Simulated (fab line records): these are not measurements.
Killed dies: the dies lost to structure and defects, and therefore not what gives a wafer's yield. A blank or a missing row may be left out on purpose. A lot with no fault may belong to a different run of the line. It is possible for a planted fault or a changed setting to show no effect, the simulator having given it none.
fab line records -- flow berkeleyCmos170
record: lots: 16, wafers: 48, lastDay: 11
route steps=331 shown GATE@142 NLDD@165 PSD@181
lots that met no fault: taken from a fault-free run of the same line
startH: the number of hours between the record's first day and the start of the first shown wafer of the lot -- waitH: time in hours since the lot's previous step -- " as in the row above -- L1.1+2: a single row standing in for several wafers -- - either no value or no given start -- * or withheld: withheld -- < > ~ a bound
route shown NAME@n: NAME is a module with steps in the file, n the number in the route of the first one -- usual: mean/standard deviation of fault-free wafers -- same: alike in all rows -- chamber/n: place in a boat -- sites: per-site readings -- _std_site: standard deviation of those values -- _edge_site: the outer-site mean with the inner-site mean subtracted -- radiusMm: for every site, how far away it sits from the centre of the wafer -- mask NAME#n: copy n -- behind: the most recent tool/chamber to have shaped the wafer -- hold: reason for holding the lot/hours on hold/outcome of the hold -- device: the transistor (n, p or np) that didn't switch -- end of line: tests run on the same wafers once the route is complete -- step lacking rows: just its recipe -- killed: count of dies lost to structure and defects at first sort (not the wafer's yield) -- map: a wafer's dies, marking killed ones x, the rest . and places with no die _
set.NAME: the setting as run; set.NAME@STEP: as run at that earlier step -- model.NAME: the simulator's own value behind a step, which no gauge read
steps of the route over a sample of lots; a table a step, a row a wafer
services: from which hour (startH, from the record's first day; less than 0 if before it) a tool's chamber was out of use, for how many hours, and why
== steps ==
step: UCB170_GATE_STRIP_16
recipe: chemistry: O2, powerW: 400, pressureMtorr: 3500, platenTempC: withheld, o2FlowSccm: 400, overashFraction: 0.5
usual: drypumpMotorCurrentA: 5.6/0.55, oesProductAu: 0.724/0.0045
lot.wafer,tool,chamber,startH,waitH,drypumpMotorCurrentA,oesProductAu,rfHoursCounterH
L625.3,plasmaAsher-01,1,149.59,0.1,6.0,0.732,-
L625.4,plasmaAsher-01,0,149.59,0.1,6.5,0.723,-
L625.6,plasmaAsher-01,0,149.59,0.1,6.5,0.727,-
L624.1,plasmaAsher-02,1,149.99,0.0,4.8,0.728,3
L624.2,plasmaAsher-02,0,149.99,0.0,5.5,0.720,3
L624.3,plasmaAsher-02,0,149.99,0.0,5.6,0.730,-
L628.1,plasmaAsher-02,1,162.82,0.0,4.8,0.727,4
L628.2,plasmaAsher-02,0,162.82,0.0,5.5,0.728,4
L628.6,plasmaAsher-02,1,162.82,0.0,4.7,0.722,-
L627.1,plasmaAsher-03,0,162.94,0.0,5.1,0.730,44
L627.2,plasmaAsher-03,1,162.94,0.0,5.8,0.720,44
L627.3,plasmaAsher-03,1,162.94,0.0,5.8,0.729,-
L629.2,plasmaAsher-01,0,163.18,0.0,6.5,0.723,35
L629.4,plasmaAsher-01,0,163.18,0.0,6.5,0.717,-
L629.5,plasmaAsher-01,0,163.18,0.0,6.5,0.730,-
L626.1,plasmaAsher-03,0,163.54,0.0,5.1,0.727,44
L626.3,plasmaAsher-03,0,163.54,0.0,5.2,0.723,-
L626.4,plasmaAsher-03,1,163.54,0.0,5.8,0.719,-
L632.2,plasmaAsher-03,0,188.17,0.0,5.1,0.727,47
L632.4,plasmaAsher-03,1,188.17,0.0,5.8,0.729,-
L632.5,plasmaAsher-03,0,188.17,0.0,5.2,0.725,-
L633.1,plasmaAsher-01,1,188.58,0.0,6.0,0.721,37
L633.5,plasmaAsher-01,0,188.58,0.0,6.5,0.724,-
L633.6,plasmaAsher-01,1,188.58,0.0,6.0,0.722,-
L631.2,plasmaAsher-02,0,188.70,0.0,5.6,0.734,7
L631.3,plasmaAsher-02,1,188.70,0.0,4.8,0.722,-
L631.5,plasmaAsher-02,1,188.70,0.0,4.8,0.724,-
L630.2,plasmaAsher-01,1,188.89,0.0,6.0,0.723,38
L630.5,plasmaAsher-01,1,188.89,0.0,6.0,0.727,-
L630.6,plasmaAsher-01,0,188.89,0.0,6.5,0.720,-
L634.1,plasmaAsher-02,1,189.01,0.0,4.7,0.718,7
L634.4,plasmaAsher-02,1,189.01,0.0,4.7,0.727,-
L634.6,plasmaAsher-02,0,189.01,0.0,5.5,0.717,-
L636.1,plasmaAsher-03,1,196.46,0.0,5.8,0.721,48
L636.3,plasmaAsher-03,0,196.46,0.0,5.1,0.728,-
L636.5,plasmaAsher-03,1,196.46,0.0,5.8,0.729,-
L637.2,plasmaAsher-02,1,212.37,0.0,4.7,0.729,10
L637.3,plasmaAsher-02,0,212.37,0.0,5.6,0.714,-
L637.6,plasmaAsher-02,0,212.37,0.0,5.5,0.723,-
L638.1,plasmaAsher-02,1,220.30,0.0,4.8,0.728,10
L638.5,plasmaAsher-02,1,220.30,0.0,4.8,0.722,-
L638.6,plasmaAsher-02,0,220.30,0.0,5.6,0.721,-
L640.2,plasmaAsher-02,1,226.85,0.0,4.7,0.722,11
L640.5,plasmaAsher-02,0,226.85,0.0,5.5,0.721,-
L640.6,plasmaAsher-02,1,226.85,0.0,4.8,0.725,-
L639.1,plasmaAsher-03,0,227.08,0.0,5.1,0.725,51
L639.4,plasmaAsher-03,1,227.08,0.0,5.8,0.721,-
L639.6,plasmaAsher-03,0,227.08,0.0,5.1,0.717,-
step: UCB170_NLDD_OVL_MEAS_07
usual: NLDD_OVL: 2/4.9
lot.wafer,tool,chamber,startH,waitH,NLDD_OVL[nm]
L625.3,overlay-02,-,152.84,0.1,5
L625.4,overlay-02,-,152.84,0.1,5
L625.6,overlay-02,-,152.84,0.1,6
L624.1,overlay-01,-,153.28,0.1,-2
L624.2,overlay-01,-,153.28,0.1,1
L624.3,overlay-01,-,153.28,0.1,2
L628.1,overlay-02,-,168.40,0.1,7
L628.2,overlay-02,-,168.40,0.1,5
L628.6,overlay-02,-,168.40,0.1,2
L627.1,overlay-01,-,169.71,0.1,-2
L627.2,overlay-01,-,169.71,0.1,-2
L627.3,overlay-01,-,169.71,0.1,7
L629.2,overlay-02,-,170.07,0.1,3
L629.4,overlay-02,-,170.07,0.1,2
L629.5,overlay-02,-,170.07,0.1,-4
L626.1,overlay-01,-,170.30,0.1,9
L626.3,overlay-01,-,170.30,0.1,9
L626.4,overlay-01,-,170.30,0.1,7
L632.2,overlay-02,-,194.36,0.1,-4
L632.4,overlay-02,-,194.36,0.1,-4
L632.5,overlay-02,-,194.36,0.1,-1
L633.1,overlay-01,-,194.60,0.1,-2
L633.5,overlay-01,-,194.60,0.1,0
L633.6,overlay-01,-,194.60,0.1,-1
L631.2,overlay-02,-,195.09,0.1,4
L631.3,overlay-02,-,195.09,0.1,-4
L631.5,overlay-02,-,195.09,0.1,3
L630.2,overlay-01,-,195.36,0.1,8
L630.5,overlay-01,-,195.36,0.1,6
L630.6,overlay-01,-,195.36,0.1,4
L634.1,overlay-01,-,196.25,0.1,-3
L634.4,overlay-01,-,196.25,0.1,-3
L634.6,overlay-01,-,196.25,0.1,-3
L636.1,overlay-01,-,199.57,0.1,0
L636.3,overlay-01,-,199.57,0.1,2
L636.5,overlay-01,-,199.57,0.1,3
L637.2,overlay-01,-,215.90,0.1,7
L637.3,overlay-01,-,215.90,0.1,8
L637.6,overlay-01,-,215.90,0.1,6
L638.1,overlay-02,-,224.18,0.1,-1
L638.5,overlay-02,-,224.18,0.1,1
L638.6,overlay-02,-,224.18,0.1,3
L640.2,overlay-01,-,231.02,0.1,-3
L640.5,overlay-01,-,231.02,0.1,-3
L640.6,overlay-01,-,231.02,0.1,-2
L639.1,overlay-02,-,231.18,0.1,7
L639.4,overlay-02,-,231.18,0.1,8
L639.6,overlay-02,-,231.18,0.1,6
step: UCB170_PSD_CD_MEAS_06
recipe: targetCdNm: 1200
usual: cdNm: 1199.9/1.4
lot.wafer,tool,chamber,startH,waitH,cdNm
L625.3,cdSem-01,-,160.89,-,1196.2
L625.4,cdSem-01,-,160.89,-,1196.9
L625.6,cdSem-01,-,160.89,-,1197.7
L624.1,cdSem-02,-,160.96,-,1201.2
L624.2,cdSem-02,-,160.96,-,1200.3
L624.3,cdSem-02,-,160.96,-,1200.5
L628.1,cdSem-02,-,175.19,-,1201.9
L628.2,cdSem-02,-,175.19,-,1201.1
L628.6,cdSem-02,-,175.19,-,1202.0
L629.2,cdSem-02,-,175.33,-,1201.7
L629.4,cdSem-02,-,175.33,-,1201.6
L629.5,cdSem-02,-,175.33,-,1198.8
L627.1,cdSem-02,-,175.43,-,1200.5
L627.2,cdSem-02,-,175.43,-,1199.8
L627.3,cdSem-02,-,175.43,-,1200.1
L626.1,cdSem-02,-,175.61,-,1201.5
L626.3,cdSem-02,-,175.61,-,1202.1
L626.4,cdSem-02,-,175.61,-,1201.1
L632.2,cdSem-01,-,201.65,-,1198.0
L632.4,cdSem-01,-,201.65,-,1198.3
L632.5,cdSem-01,-,201.65,-,1197.4
L631.2,cdSem-02,-,201.92,-,1200.1
L631.3,cdSem-02,-,201.92,-,1198.9
L631.5,cdSem-02,-,201.92,-,1198.6
L633.1,cdSem-01,-,202.17,-,1198.9
L633.5,cdSem-01,-,202.17,-,1199.8
L633.6,cdSem-01,-,202.17,-,1199.2
L634.1,cdSem-02,-,202.18,-,1202.3
L634.4,cdSem-02,-,202.18,-,1201.1
L634.6,cdSem-02,-,202.18,-,1201.2
L630.2,cdSem-01,-,202.74,-,1199.8
L630.5,cdSem-01,-,202.74,-,1199.2
L630.6,cdSem-01,-,202.74,-,1198.7
L636.1,cdSem-01,-,208.00,-,1199.9
L636.3,cdSem-01,-,208.00,-,1198.6
L636.5,cdSem-01,-,208.00,-,1199.3
L637.2,cdSem-01,-,225.20,-,1199.3
L637.3,cdSem-01,-,225.20,-,1198.6
L637.6,cdSem-01,-,225.20,-,1198.1
L638.1,cdSem-01,-,232.84,-,1200.7
L638.5,cdSem-01,-,232.84,-,1202.4
L638.6,cdSem-01,-,232.84,-,1199.8
L639.1,cdSem-02,-,238.59,-,1200.0
L639.4,cdSem-02,-,238.59,-,1199.7
L639.6,cdSem-02,-,238.59,-,1201.1
L640.2,cdSem-01,-,238.70,-,1200.2
L640.5,cdSem-01,-,238.70,-,1200.0
L640.6,cdSem-01,-,238.70,-,1201.5
step: UCB170_PSD_IMPLANT_08
recipe: species: B, doseCm2: 3e+15, energyKev: 20, tiltDeg: 7
usual: beamEnergyKeV: 20.001/0.0068, implantIonAmu: 11/0
lot.wafer,tool,chamber,startH,waitH,beamEnergyKeV,implantIonAmu
L625.3,implanter-03,0,161.06,0.1,20.007,11
L625.4,implanter-03,0,161.06,0.1,20.011,11
L625.6,implanter-03,0,161.06,0.1,20.008,11
L624.1,implanter-03,0,161.16,0.1,19.995,11
L624.2,implanter-03,0,161.16,0.1,19.992,11
L624.3,implanter-03,0,161.16,0.1,19.983,11
L628.1,implanter-03,0,175.34,0.0,20.008,11
L628.2,implanter-03,0,175.34,0.0,20.017,11
L628.6,implanter-03,0,175.34,0.0,20.009,11
L629.2,implanter-04,0,175.49,0.0,19.991,11
L629.4,implanter-04,0,175.49,0.0,19.996,11
L629.5,implanter-04,0,175.49,0.0,19.994,11
L627.1,implanter-01,0,175.58,0.0,20.012,11
L627.2,implanter-01,0,175.58,0.0,19.990,11
L627.3,implanter-01,0,175.58,0.0,20.006,11
L626.1,implanter-03,0,175.77,0.0,20.010,11
L626.3,implanter-03,0,175.77,0.0,19.999,11
L626.4,implanter-03,0,175.77,0.0,20.012,11
L632.2,implanter-01,0,201.81,0.0,19.998,11
L632.4,implanter-01,0,201.81,0.0,19.992,11
L632.5,implanter-01,0,201.81,0.0,20.000,11
L631.2,implanter-03,0,202.08,0.0,20.011,11
L631.3,implanter-03,0,202.08,0.0,20.009,11
L631.5,implanter-03,0,202.08,0.0,20.000,11
L633.1,implanter-04,0,202.32,0.0,19.999,11
L633.5,implanter-04,0,202.32,0.0,20.003,11
L633.6,implanter-04,0,202.32,0.0,20.002,11
L634.1,implanter-01,0,202.33,0.0,19.997,11
L634.4,implanter-01,0,202.33,0.0,20.001,11
L634.6,implanter-01,0,202.33,0.0,19.996,11
L630.2,implanter-04,0,202.90,0.0,19.999,11
L630.5,implanter-04,0,202.90,0.0,19.997,11
L630.6,implanter-04,0,202.90,0.0,19.994,11
L636.1,implanter-01,0,208.16,0.0,19.993,11
L636.3,implanter-01,0,208.16,0.0,20.006,11
L636.5,implanter-01,0,208.16,0.0,19.997,11
L637.2,implanter-03,0,225.36,0.0,20.007,31
L637.3,implanter-03,0,225.36,0.0,20.006,31
L637.6,implanter-03,0,225.36,0.0,20.005,31
L638.1,implanter-03,0,233.00,0.0,20.000,31
L638.5,implanter-03,0,233.00,0.0,19.989,31
L638.6,implanter-03,0,233.00,0.0,19.994,31
L639.1,implanter-04,0,238.75,0.0,20.015,31
L639.4,implanter-04,0,238.75,0.0,20.002,31
L639.6,implanter-04,0,238.75,0.0,20.012,31
L640.2,implanter-03,0,238.86,0.0,19.996,31
L640.5,implanter-03,0,238.86,0.0,20.001,31
L640.6,implanter-03,0,238.86,0.0,19.994,31
step: UCB170_PSD_STRIP_09
recipe: chemistry: O2, powerW: 400, pressureMtorr: 3500, platenTempC: withheld, o2FlowSccm: 400, overashFraction: 0.5
usual: drypumpMotorCurrentA: 5.5/0.46, oesProductAu: 0.600/0.0042, stripTimeToEndpointS: 29.38/0.068
lot.wafer,tool,chamber,startH,waitH,drypumpMotorCurrentA,oesProductAu,rfHoursCounterH,stripTimeToEndpointS
L625.3,plasmaAsher-02,0,161.19,0.1,5.5,0.595,-,29.44
L625.4,plasmaAsher-02,1,161.19,0.1,4.8,0.603,-,29.51
L625.6,plasmaAsher-02,0,161.19,0.1,5.5,0.598,-,29.49
L624.1,plasmaAsher-03,0,161.31,0.1,5.1,0.600,43,29.35
L624.2,plasmaAsher-03,1,161.31,0.1,5.7,0.598,43,29.41
L624.3,plasmaAsher-03,0,161.31,0.1,5.1,0.608,-,29.38
L628.1,plasmaAsher-03,1,175.49,0.1,5.8,0.600,45,29.44
L628.2,plasmaAsher-03,0,175.49,0.1,5.1,0.601,45,29.42
L628.6,plasmaAsher-03,1,175.49,0.1,5.8,0.594,-,29.41
L629.2,plasmaAsher-02,1,175.61,0.1,4.8,0.595,5,29.36
L629.4,plasmaAsher-02,1,175.61,0.1,4.7,0.602,-,29.44
L629.5,plasmaAsher-02,1,175.61,0.1,4.7,0.596,-,29.42
L627.1,plasmaAsher-04,0,175.73,0.1,5.8,0.596,49,29.32
L627.2,plasmaAsher-04,1,175.73,0.1,6.1,0.597,49,29.26
L627.3,plasmaAsher-04,1,175.73,0.1,6.1,0.593,-,29.29
L626.1,plasmaAsher-03,1,175.92,0.1,5.8,0.600,45,29.39
L626.3,plasmaAsher-03,1,175.92,0.1,5.8,0.599,-,29.39
L626.4,plasmaAsher-03,0,175.92,0.1,5.1,0.596,-,29.32
L632.2,plasmaAsher-03,1,201.93,0.1,5.8,0.599,48,29.40
L632.4,plasmaAsher-03,0,201.93,0.1,5.1,0.601,-,29.37
L632.5,plasmaAsher-03,0,201.93,0.1,5.1,0.597,-,29.37
L631.2,plasmaAsher-02,0,202.21,0.1,5.6,0.610,8,29.34
L631.3,plasmaAsher-02,0,202.21,0.1,5.6,0.605,-,29.33
L631.5,plasmaAsher-02,0,202.21,0.1,5.5,0.597,-,29.32
L633.1,plasmaAsher-04,0,202.47,0.1,5.7,0.599,52,29.46
L633.5,plasmaAsher-04,1,202.47,0.1,6.1,0.599,-,29.43
L633.6,plasmaAsher-04,0,202.47,0.1,5.7,0.589,-,29.46
L634.1,plasmaAsher-03,0,202.48,0.1,5.1,0.597,48,29.34
L634.4,plasmaAsher-03,1,202.48,0.1,5.8,0.599,-,29.30
L634.6,plasmaAsher-03,0,202.48,0.1,5.1,0.598,-,29.31
L630.2,plasmaAsher-03,0,203.02,0.1,5.1,0.603,48,29.34
L630.5,plasmaAsher-03,0,203.02,0.1,5.1,0.600,-,29.43
L630.6,plasmaAsher-03,1,203.02,0.1,5.8,0.593,-,29.44
L636.1,plasmaAsher-02,0,208.31,0.1,5.5,0.604,9,29.38
L636.3,plasmaAsher-02,0,208.31,0.1,5.5,0.601,-,29.42
L636.5,plasmaAsher-02,1,208.31,0.1,4.7,0.599,-,29.35
L637.2,plasmaAsher-04,1,225.48,0.1,6.1,0.605,55,28.71
L637.3,plasmaAsher-04,0,225.48,0.1,5.7,0.614,-,28.75
L637.6,plasmaAsher-04,0,225.48,0.1,5.7,0.612,-,28.79
L638.1,plasmaAsher-04,0,233.15,0.1,5.8,0.608,55,28.62
L638.5,plasmaAsher-04,0,233.15,0.1,5.7,0.605,-,28.56
L638.6,plasmaAsher-04,1,233.15,0.1,6.1,0.613,-,28.58
L639.1,plasmaAsher-02,0,238.90,0.1,5.5,0.620,13,28.69
L639.4,plasmaAsher-02,1,238.90,0.1,4.8,0.611,-,28.69
L639.6,plasmaAsher-02,1,238.90,0.1,4.7,0.612,-,28.70
L640.2,plasmaAsher-03,0,238.98,0.1,5.1,0.607,52,28.67
L640.5,plasmaAsher-03,0,238.98,0.1,5.1,0.611,-,28.63
L640.6,plasmaAsher-03,1,238.98,0.1,5.8,0.621,-,28.64
step: UCB170_PSD_TW_MEAS_10
usual: PSD_TW: 2311/20
lot.wafer,tool,chamber,startH,waitH,PSD_TW
L625.3,filmMetro-03,-,161.28,0.1,2342
L625.4,filmMetro-03,-,161.28,0.1,2342
L625.6,filmMetro-03,-,161.28,0.1,2327
L624.1,filmMetro-04,-,161.41,0.1,2283
L624.2,filmMetro-04,-,161.41,0.1,2275
L624.3,filmMetro-04,-,161.41,0.1,2284
L628.1,filmMetro-01,-,175.59,0.1,2312
L628.2,filmMetro-01,-,175.59,0.1,2308
L628.6,filmMetro-01,-,175.59,0.1,2318
L629.2,filmMetro-01,-,175.72,0.1,2321
L629.4,filmMetro-01,-,175.72,0.1,2296
L629.5,filmMetro-01,-,175.72,0.1,2306
L627.1,filmMetro-04,-,175.83,0.1,2288
L627.2,filmMetro-04,-,175.83,0.1,2283
L627.3,filmMetro-04,-,175.83,0.1,2277
L626.1,filmMetro-01,-,176.02,0.1,2314
L626.3,filmMetro-01,-,176.02,0.1,2307
L626.4,filmMetro-01,-,176.02,0.1,2314
L632.2,filmMetro-04,-,202.04,0.1,2288
L632.4,filmMetro-04,-,202.04,0.1,2301
L632.5,filmMetro-04,-,202.04,0.1,2296
L631.2,filmMetro-01,-,202.32,0.1,2308
L631.3,filmMetro-01,-,202.32,0.1,2309
L631.5,filmMetro-01,-,202.32,0.1,2319
L633.1,filmMetro-04,-,202.57,0.1,2300
L633.5,filmMetro-04,-,202.57,0.1,2290
L633.6,filmMetro-04,-,202.57,0.1,2292
L634.1,filmMetro-01,-,202.58,0.1,2321
L634.4,filmMetro-01,-,202.58,0.1,2335
L634.6,filmMetro-01,-,202.58,0.1,2313
L630.2,filmMetro-04,-,203.13,0.1,2290
L630.5,filmMetro-04,-,203.13,0.1,2289
L630.6,filmMetro-04,-,203.13,0.1,2302
L636.1,filmMetro-04,-,208.41,0.1,2300
L636.3,filmMetro-04,-,208.41,0.1,2306
L636.5,filmMetro-04,-,208.41,0.1,2290
L637.2,filmMetro-04,-,225.59,0.1,3448
L637.3,filmMetro-04,-,225.59,0.1,3439
L637.6,filmMetro-04,-,225.59,0.1,3457
L638.1,filmMetro-03,-,233.25,0.1,3512
L638.5,filmMetro-03,-,233.25,0.1,3507
L638.6,filmMetro-03,-,233.25,0.1,3521
L639.1,filmMetro-04,-,239.00,0.1,3431
L639.4,filmMetro-04,-,239.00,0.1,3450
L639.6,filmMetro-04,-,239.00,0.1,3446
L640.2,filmMetro-01,-,239.09,0.1,3492
L640.5,filmMetro-01,-,239.09,0.1,3487
L640.6,filmMetro-01,-,239.09,0.1,3504
step: UCB170_SDANNEAL_RS_MEAS_02
recipe: thkMeasGauge: four-point-probe
usual: PSD_RS: 75.63/0.3
lot.wafer,tool,chamber,startH,waitH,PSD_RS[ohm/sq]
L625.3,filmMetro-03,-,167.82,0.1,75.59
L625.4,filmMetro-03,-,167.82,0.1,75.37
L625.6,filmMetro-03,-,167.82,0.1,75.30
L624.1,filmMetro-04,-,168.23,0.0,75.73
L624.2,filmMetro-04,-,168.23,0.0,75.57
L624.3,filmMetro-04,-,168.23,0.0,75.44
L628.1,filmMetro-03,-,179.25,0.0,75.77
L628.2,filmMetro-03,-,179.25,0.0,75.49
L628.6,filmMetro-03,-,179.25,0.0,75.49
L629.2,filmMetro-01,-,179.51,0.1,75.48
L629.4,filmMetro-01,-,179.51,0.1,75.57
L629.5,filmMetro-01,-,179.51,0.1,75.54
L626.1,filmMetro-04,-,179.63,0.0,75.24
L626.3,filmMetro-04,-,179.63,0.0,75.28
L626.4,filmMetro-04,-,179.63,0.0,75.39
L627.1,filmMetro-03,-,179.73,0.0,75.63
L627.2,filmMetro-03,-,179.73,0.0,76.07
L627.3,filmMetro-03,-,179.73,0.0,75.76
L632.2,filmMetro-04,-,205.20,0.1,75.57
L632.4,filmMetro-04,-,205.20,0.1,75.42
L632.5,filmMetro-04,-,205.20,0.1,75.64
L633.1,filmMetro-01,-,205.70,0.0,76.41
L633.5,filmMetro-01,-,205.70,0.0,76.20
L633.6,filmMetro-01,-,205.70,0.0,75.98
L631.2,filmMetro-03,-,205.72,0.1,75.85
L631.3,filmMetro-03,-,205.72,0.1,76.07
L631.5,filmMetro-03,-,205.72,0.1,76.25
L634.1,filmMetro-04,-,205.90,0.0,75.43
L634.4,filmMetro-04,-,205.90,0.0,75.41
L634.6,filmMetro-04,-,205.90,0.0,75.53
L630.2,filmMetro-01,-,206.27,0.1,75.45
L630.5,filmMetro-01,-,206.27,0.1,75.13
L630.6,filmMetro-01,-,206.27,0.1,75.22
L636.1,filmMetro-04,-,211.22,0.0,75.24
L636.3,filmMetro-04,-,211.22,0.0,75.07
L636.5,filmMetro-04,-,211.22,0.0,75.48
L637.2,filmMetro-04,-,231.13,0.1,34.86
L637.3,filmMetro-04,-,231.13,0.1,34.84
L637.6,filmMetro-04,-,231.13,0.1,34.72
L638.1,filmMetro-01,-,236.07,0.0,35.01
L638.5,filmMetro-01,-,236.07,0.0,34.97
L638.6,filmMetro-01,-,236.07,0.0,35.02
L639.1,filmMetro-01,-,242.28,0.0,34.98
L639.4,filmMetro-01,-,242.28,0.0,35.02
L639.6,filmMetro-01,-,242.28,0.0,35.03
L640.2,filmMetro-04,-,242.41,0.1,34.98
L640.5,filmMetro-04,-,242.41,0.1,35.10
L640.6,filmMetro-04,-,242.41,0.1,34.94
== services ==
tool,chamber,startH,hours,kind
implanter-01,-,159.36,4.1,repair
implanter-04,-,160.48,3.6,pm
implanter-01,-,163.45,1.5,repair
implanter-01,-,164.95,7.7,pm
implanter-03,-,195.63,3.8,repair
implanter-03,-,203.48,0.7,repair
plasmaAsher-03,-,230.01,2.0,repair
implanter-01,-,232.97,5.3,repair
== key ==
firstSign: step: UCB170_PSD_IMPLANT_08, reading: implantIonAmu, direction: up, sigmas: 99+, usual: 11, struck: 31
effect: step: UCB170_PSD_STRIP_09, reading: stripTimeToEndpointS, direction: down, sigmas: 10, usual: *, struck: *
effect: step: UCB170_PSD_TW_MEAS_10, reading: PSD_TW, direction: up, sigmas: 57, usual: 2311, struck: 3474
effect: step: UCB170_SDANNEAL_RS_MEAS_02, reading: PSD_RS, direction: down, sigmas: 99+, usual: 75.63, struck: 34.96
metAt UCB170_PSD_IMPLANT_08
struckLots L637,L638,L639,L640
sortLeftOut L637.2,L637.3,L637.6,L638.1,L638.5,L638.6,L639.1,L639.4,L639.6,L640.2,L640.5,L640.6
testerLeftOut L637,L638,L639,L640
notActingAt UCB170_GATE_STRIP_16,UCB170_NLDD_OVL_MEAS_07,UCB170_PSD_CD_MEAS_06
onsetBetween 208.16 225.36
fault: kind: wrongRecipeDownload, tool: implanter-01,implanter-03,implanter-04, chamber: -, onsetH: 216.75, steps: UCB170_PSD_IMPLANT_08, wrongRecipe.notListed: 1
testerLeftOut: of these lots the tester's yield and bins aren't shown, on N5 and GAA mostly nor the transistor test; their killed dies are dies lost to structure and defects alone, not to doping, threshold or leakage, so they don't give the yield
sortLeftOut: the simulated sort isn't trusted on such a fault, so these wafers' sort isn't shown, and their yield isn't known
